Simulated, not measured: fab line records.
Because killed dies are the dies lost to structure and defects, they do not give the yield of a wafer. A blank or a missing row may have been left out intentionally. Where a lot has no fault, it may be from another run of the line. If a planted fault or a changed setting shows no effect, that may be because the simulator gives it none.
Which tool was responsible? :: flow berkeley_cmos170 :: 16 lots, 48 wafers sampled, at 4 steps of a route of 331

== WHAT THE GAUGES SHOWED, per wafer ==
UCB170_ACTIVE_OVL_MEAS_14.
lot: L442
measured: day 4 02:10
on: overlay-02
ACTIVE_OVL (nm): -4 -3 1

lot: L443
measured: day 4 01:42
on: overlay-01
ACTIVE_OVL (nm): -5 1 0

lot: L445
measured: day 4 18:40
on: overlay-01
ACTIVE_OVL (nm): 2 0 -5

lot: L446
measured: day 5 04:58
on: overlay-02
ACTIVE_OVL (nm): -3 -3 -3

lot: L450
measured: day 5 22:46
on: overlay-02
ACTIVE_OVL (nm): 4 -10 -6

lot: L451
measured: day 6 08:13
on: overlay-02
ACTIVE_OVL (nm): 0 -5 -4

lot: L452
measured: day 6 13:07
on: overlay-01
ACTIVE_OVL (nm): 0 -7 -1

lot: L453
measured: day 6 13:16
on: overlay-02
ACTIVE_OVL (nm): -10 -8 -9

lot: L455
measured: day 6 19:29
on: overlay-02
ACTIVE_OVL (nm): -7 -7 -3

lot: L454
measured: day 6 19:14
on: overlay-01
ACTIVE_OVL (nm): -1 1 7

lot: L456
measured: day 7 08:06
on: overlay-02
ACTIVE_OVL (nm): -4 -5 -5

lot: L457
measured: day 7 16:37
on: overlay-02
ACTIVE_OVL (nm): -3 -7 -4

lot: L459
measured: day 8 01:55
on: overlay-01
ACTIVE_OVL (nm): 2 -1 -3

lot: L461
measured: day 8 02:10
on: overlay-02
ACTIVE_OVL (nm): 4 -1 7

lot: L464
measured: day 8 17:52
on: overlay-01
ACTIVE_OVL (nm): -8 -16 -8

lot: L463
measured: day 8 17:38
on: overlay-02
ACTIVE_OVL (nm): -3 8 9

UCB170_FIELD_THK_MEAS_91.
lot: L442
measured: day 5 10:04
on: film_metro-01
FIELD_OXIDE_LEFT_2_THK (nm): 338 347 343

lot: L443
measured: day 5 10:04
on: film_metro-03
FIELD_OXIDE_LEFT_2_THK (nm): 354 360 355

lot: L445
measured: day 6 07:43
on: film_metro-04
FIELD_OXIDE_LEFT_2_THK (nm): 364 359 362

lot: L446
measured: day 6 16:14
on: film_metro-03
FIELD_OXIDE_LEFT_2_THK (nm): 353 369 371

lot: L450
measured: day 7 13:49
on: film_metro-01
FIELD_OXIDE_LEFT_2_THK (nm): 345 361 352

lot: L451
measured: day 7 18:02
on: film_metro-04
FIELD_OXIDE_LEFT_2_THK (nm): 351 363 364

lot: L452
measured: day 8 01:42
on: film_metro-03
FIELD_OXIDE_LEFT_2_THK (nm): 353 355 367

lot: L453
measured: day 8 02:09
on: film_metro-03
FIELD_OXIDE_LEFT_2_THK (nm): 351 350 353

lot: L455
measured: day 8 08:13
on: film_metro-01
FIELD_OXIDE_LEFT_2_THK (nm): 359 371 353

lot: L454
measured: day 8 08:43
on: film_metro-03
FIELD_OXIDE_LEFT_2_THK (nm): 346 346 338

lot: L456
measured: day 8 23:31
on: film_metro-03
FIELD_OXIDE_LEFT_2_THK (nm): 344 347 346

lot: L457
measured: day 9 00:02
on: film_metro-04
FIELD_OXIDE_LEFT_2_THK (nm): 353 358 352

lot: L459
measured: day 9 11:53
on: film_metro-04
FIELD_OXIDE_LEFT_2_THK (nm): 360 372 364

lot: L461
measured: day 9 11:53
on: film_metro-03
FIELD_OXIDE_LEFT_2_THK (nm): 349 354 351

lot: L464
measured: day 10 03:16
on: film_metro-04
FIELD_OXIDE_LEFT_2_THK (nm): 340 340 342

lot: L463
measured: day 10 03:16
on: film_metro-01
FIELD_OXIDE_LEFT_2_THK (nm): 350 356 351

== WHICH TOOL RAN EACH LOT (tool, then ch and the chambers of the sampled wafers, then the start) ==
lot: L442
UCB170_NWELL_EXPOSE_09: krf_scanner-01 ch 0, day 2 03:43
UCB170_PVT_STRIP_08: plasma_asher-01 ch 0,1, day 5 09:46

lot: L443
UCB170_NWELL_EXPOSE_09: krf_scanner-01 ch 0, day 2 03:50
UCB170_PVT_STRIP_08: plasma_asher-03 ch 0,1, day 5 09:23

lot: L445
UCB170_NWELL_EXPOSE_09: krf_scanner-01 ch 0, day 2 19:59
UCB170_PVT_STRIP_08: plasma_asher-03 ch 0,1, day 6 07:19

lot: L446
UCB170_NWELL_EXPOSE_09: krf_scanner-01 ch 0, day 3 06:27
UCB170_PVT_STRIP_08: plasma_asher-02 ch 1, day 6 16:00

lot: L450
UCB170_NWELL_EXPOSE_09: krf_scanner-02 ch 0, day 4 06:20
UCB170_PVT_STRIP_08: plasma_asher-01 ch 0,1, day 7 13:35

lot: L451
UCB170_NWELL_EXPOSE_09: krf_scanner-01 ch 0, day 4 06:37
UCB170_PVT_STRIP_08: plasma_asher-03 ch 0,1, day 7 17:49

lot: L452
UCB170_NWELL_EXPOSE_09: krf_scanner-02 ch 0, day 4 12:22
UCB170_PVT_STRIP_08: plasma_asher-01 ch 0,1, day 8 01:19

lot: L453
UCB170_NWELL_EXPOSE_09: krf_scanner-02 ch 0, day 4 12:28
UCB170_PVT_STRIP_08: plasma_asher-02 ch 1, day 8 01:45

lot: L455
UCB170_NWELL_EXPOSE_09: krf_scanner-01 ch 0, day 4 20:03
UCB170_PVT_STRIP_08: plasma_asher-03 ch 0, day 8 07:58

lot: L454
UCB170_NWELL_EXPOSE_09: krf_scanner-01 ch 0, day 4 20:11
UCB170_PVT_STRIP_08: plasma_asher-02 ch 1, day 8 08:29

lot: L456
UCB170_NWELL_EXPOSE_09: krf_scanner-02 ch 0, day 5 03:51
UCB170_PVT_STRIP_08: plasma_asher-01 ch 0,1, day 8 23:16

lot: L457
UCB170_NWELL_EXPOSE_09: krf_scanner-01 ch 0, day 5 11:50
UCB170_PVT_STRIP_08: plasma_asher-02 ch 0,1, day 8 23:44

lot: L459
UCB170_NWELL_EXPOSE_09: krf_scanner-01 ch 0, day 6 02:46
UCB170_PVT_STRIP_08: plasma_asher-03 ch 0,1, day 9 09:27

lot: L461
UCB170_NWELL_EXPOSE_09: krf_scanner-01 ch 0, day 6 08:49
UCB170_PVT_STRIP_08: plasma_asher-02 ch 0,1, day 9 10:10

lot: L464
UCB170_NWELL_EXPOSE_09: krf_scanner-02 ch 0, day 6 19:33
UCB170_PVT_STRIP_08: plasma_asher-02 ch 0,1, day 10 01:50

lot: L463
UCB170_NWELL_EXPOSE_09: krf_scanner-01 ch 0, day 6 19:57
UCB170_PVT_STRIP_08: plasma_asher-01 ch 0,1, day 10 01:29
- UCB170_NWELL_EXPOSE_09: exposes mask NWELL, target cd 3000 nm.
- UCB170_PVT_STRIP_08: strips in O2.

== AS READ BY THE TOOLS THEMSELVES (means over the sampled wafers that have a number; for cases with no such wafer, the mark the record gives instead) ==
UCB170_NWELL_EXPOSE_09.
lot: L442
tool: krf_scanner-01
exposure_dose_mJ_cm2: 25.004

lot: L443
tool: krf_scanner-01
exposure_dose_mJ_cm2: 24.983

lot: L445
tool: krf_scanner-01
exposure_dose_mJ_cm2: 24.992

lot: L446
tool: krf_scanner-01
exposure_dose_mJ_cm2: 25.032

lot: L450
tool: krf_scanner-02
exposure_dose_mJ_cm2: 24.997

lot: L451
tool: krf_scanner-01
exposure_dose_mJ_cm2: 24.999

lot: L452
tool: krf_scanner-02
exposure_dose_mJ_cm2: 24.986

lot: L453
tool: krf_scanner-02
exposure_dose_mJ_cm2: 24.984

lot: L455
tool: krf_scanner-01
exposure_dose_mJ_cm2: 25.001

lot: L454
tool: krf_scanner-01
exposure_dose_mJ_cm2: 25.010

lot: L456
tool: krf_scanner-02
exposure_dose_mJ_cm2: 25.016

lot: L457
tool: krf_scanner-01
exposure_dose_mJ_cm2: 27.291

lot: L459
tool: krf_scanner-01
exposure_dose_mJ_cm2: 27.284

lot: L461
tool: krf_scanner-01
exposure_dose_mJ_cm2: 27.269

lot: L464
tool: krf_scanner-02
exposure_dose_mJ_cm2: 24.991

lot: L463
tool: krf_scanner-01
exposure_dose_mJ_cm2: 27.275

UCB170_PVT_STRIP_08.
lot: L442
tool: plasma_asher-01
drypump_motor_current_A (A): 5.1
oes_product_au (a.u.): 0.737
strip_time_to_endpoint_s (s): 21.69

lot: L443
tool: plasma_asher-03
drypump_motor_current_A (A): 5.3
oes_product_au (a.u.): 0.734
strip_time_to_endpoint_s (s): 21.53

lot: L445
tool: plasma_asher-03
drypump_motor_current_A (A): 5.6
oes_product_au (a.u.): 0.733
strip_time_to_endpoint_s (s): 21.64

lot: L446
tool: plasma_asher-02
drypump_motor_current_A (A): 6.4
oes_product_au (a.u.): 0.735
strip_time_to_endpoint_s (s): 21.62

lot: L450
tool: plasma_asher-01
drypump_motor_current_A (A): 5.5
oes_product_au (a.u.): 0.733
strip_time_to_endpoint_s (s): 21.66

lot: L451
tool: plasma_asher-03
drypump_motor_current_A (A): 5.6
oes_product_au (a.u.): 0.737
strip_time_to_endpoint_s (s): 21.66

lot: L452
tool: plasma_asher-01
drypump_motor_current_A (A): 5.5
oes_product_au (a.u.): 0.736
strip_time_to_endpoint_s (s): 21.69

lot: L453
tool: plasma_asher-02
drypump_motor_current_A (A): 6.5
oes_product_au (a.u.): 0.735
strip_time_to_endpoint_s (s): 21.66

lot: L455
tool: plasma_asher-03
drypump_motor_current_A (A): 5.1
oes_product_au (a.u.): 0.731
strip_time_to_endpoint_s (s): 21.67

lot: L454
tool: plasma_asher-02
drypump_motor_current_A (A): 6.4
oes_product_au (a.u.): 0.739
strip_time_to_endpoint_s (s): 21.63

lot: L456
tool: plasma_asher-01
drypump_motor_current_A (A): 5.5
oes_product_au (a.u.): 0.736
strip_time_to_endpoint_s (s): 21.58

lot: L457
tool: plasma_asher-02
drypump_motor_current_A (A): 6.2
oes_product_au (a.u.): 0.734
strip_time_to_endpoint_s (s): 21.69

lot: L459
tool: plasma_asher-03
drypump_motor_current_A (A): 5.3
oes_product_au (a.u.): 0.736
strip_time_to_endpoint_s (s): 21.74

lot: L461
tool: plasma_asher-02
drypump_motor_current_A (A): 5.8
oes_product_au (a.u.): 0.731
strip_time_to_endpoint_s (s): 21.67

lot: L464
tool: plasma_asher-02
drypump_motor_current_A (A): 5.9
oes_product_au (a.u.): 0.735
strip_time_to_endpoint_s (s): 21.64

lot: L463
tool: plasma_asher-01
drypump_motor_current_A (A): 5.5
oes_product_au (a.u.): 0.734
strip_time_to_endpoint_s (s): 21.65

== THE ANSWER, worked out from the rows above alone ==
Rule: the lots themselves supply what counts as usual. The widest of any qualifying gaps counts: lots, ordered by their means at a reading, are off when they make up no more than a third of the lots, leave a main group of 4 or more, and stand apart from it by 3 or more times the standard deviation of that group's means. The tables above print the reading to a certain number of digits; a main group whose means all agree to those digits is not used. Also off: a lot with no number at a reading for which 4 or more lots have one. The other lots that the step has rows for count as sound. The gauges are gone through in route order, then the tools' own readings, and for those a lot's mean is taken as printed above. At the first step where some lot is off, the reading lying furthest off is the one used; lots without a number count as furthest.
Off at UCB170_NWELL_EXPOSE_09 (exposure_dose_mJ_cm2): L457, L459, L461, L463. For the main group the mean is 25.000 and the standard deviation 0.014.
A tool fits if, at that step or a process step before it, it ran every lot that is off, and no sound lot after the first of them. One fits: krf_scanner-01 at UCB170_NWELL_EXPOSE_09. Its last sound lot is L454 (day 4 20:11), its first lot that is off L457 (day 5 11:50): a fault that began between those two fits.
On the lots that are off, the tool's own readings at UCB170_NWELL_EXPOSE_09 differ by more than 5 times the standard deviation of the sound lots' means, which bears it out; exposure_dose_mJ_cm2 reads 27.280 there versus 25.000 on the sound lots.

== WHAT THE SIMULATOR HAD PUT IN ==
Process parameters drifting: krf_scanner-01 at UCB170_NWELL_EXPOSE_09, beginning at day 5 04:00. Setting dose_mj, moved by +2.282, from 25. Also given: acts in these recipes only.
Lots struck among those shown: L457, L459, L461, L463. The rule above reached the same finding.
